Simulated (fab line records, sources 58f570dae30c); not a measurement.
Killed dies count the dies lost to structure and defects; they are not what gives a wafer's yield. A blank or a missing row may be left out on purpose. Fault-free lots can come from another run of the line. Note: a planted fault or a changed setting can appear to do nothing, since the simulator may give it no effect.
What tool caused it? ; flow berkeley_cmos170 ; 42 wafers sampled from 14 lots at 1 step of a route of 331

## WHAT THE GAUGES SHOWED, per wafer
The record holds no reading of a measuring or inspecting step that can be judged against a usual standard deviation.

## WHAT TOOL EACH LOT RAN ON (gives the tool, then ch and the chambers of the sampled wafers, and finally the start)
lot;UCB170_CONTACT_STRIP_19
L201;plasma_asher-01 ch 0,1, day 8 11:59
L200;plasma_asher-04 ch 1, day 8 12:09
L203;plasma_asher-03 ch 0,1, day 8 12:16
L202;plasma_asher-03 ch 0,1, day 8 12:34
L204;plasma_asher-04 ch 0,1, day 9 05:04
L206;plasma_asher-03 ch 0,1, day 9 13:23
L205;plasma_asher-01 ch 0,1, day 9 14:01
L207;plasma_asher-03 ch 0,1, day 9 15:47
L212;plasma_asher-01 ch 0,1, day 10 07:23
L209;plasma_asher-01 ch 1, day 10 07:40
L217;plasma_asher-01 ch 0,1, day 11 18:56
L219;plasma_asher-04 ch 0,1, day 12 12:11
L223;plasma_asher-04 ch 0,1, day 12 22:05
L221;plasma_asher-01 ch 0,1, day 13 06:27
- UCB170_CONTACT_STRIP_19: strips in O2.

## WHAT THE TOOLS THEMSELVES READ (means of the sampled wafers that have a number; where no wafer has one, the mark that the record gives instead)
UCB170_CONTACT_STRIP_19. Usual: chamber_pressure_mTorr 3500 mTorr, standard deviation 3.3; drypump_motor_current_A 5.7 A, standard deviation 0.31; oes_product_au 0.726 a.u., standard deviation 0.0043.
lot;tool;chamber_pressure_mTorr (mTorr);drypump_motor_current_A (A);oes_product_au (a.u.);flag
L201;plasma_asher-01;3502;5.7;0.727;
L200;plasma_asher-04;3499;5.0;0.726;
L203;plasma_asher-03;3500;6.0;0.732;
L202;plasma_asher-03;3499;5.8;0.729;
L204;plasma_asher-04;3498;5.3;0.725;
L206;plasma_asher-03;3499;5.8;0.725;
L205;plasma_asher-01;3501;5.8;0.728;
L207;plasma_asher-03;3502;5.8;0.729;
L212;plasma_asher-01;-;-;-;OFF
L209;plasma_asher-01;-;-;-;OFF
L217;plasma_asher-01;3498;5.7;0.728;
L219;plasma_asher-04;3501;5.3;0.726;
L223;plasma_asher-04;3503;5.6;0.730;
L221;plasma_asher-01;3496;5.6;0.731;

## THE ANSWER, worked out from the rows above alone
Rule: take the mean of a lot's wafers that have a number; if it is more than 3 standard deviations from the usual mean, the lot is off. A lot without any number at a reading at which 4 lots or more have one is off too. Any other lot the step has rows for is counted as sound. First the gauges in route order, then the tools' own readings, where a lot's mean is used as printed above. At the first step where some lot is off, the reading lying furthest off is the one used; lots without a number count as furthest.
Off: L212, L209 (UCB170_CONTACT_STRIP_19, chamber_pressure_mTorr). Without a number there: L212, L209.
A tool fits if, at that step or a process step before it, it ran every lot that is off, and no sound lot after the first of them. None of those tried fits.

## WHAT THE SIMULATOR PUT IN
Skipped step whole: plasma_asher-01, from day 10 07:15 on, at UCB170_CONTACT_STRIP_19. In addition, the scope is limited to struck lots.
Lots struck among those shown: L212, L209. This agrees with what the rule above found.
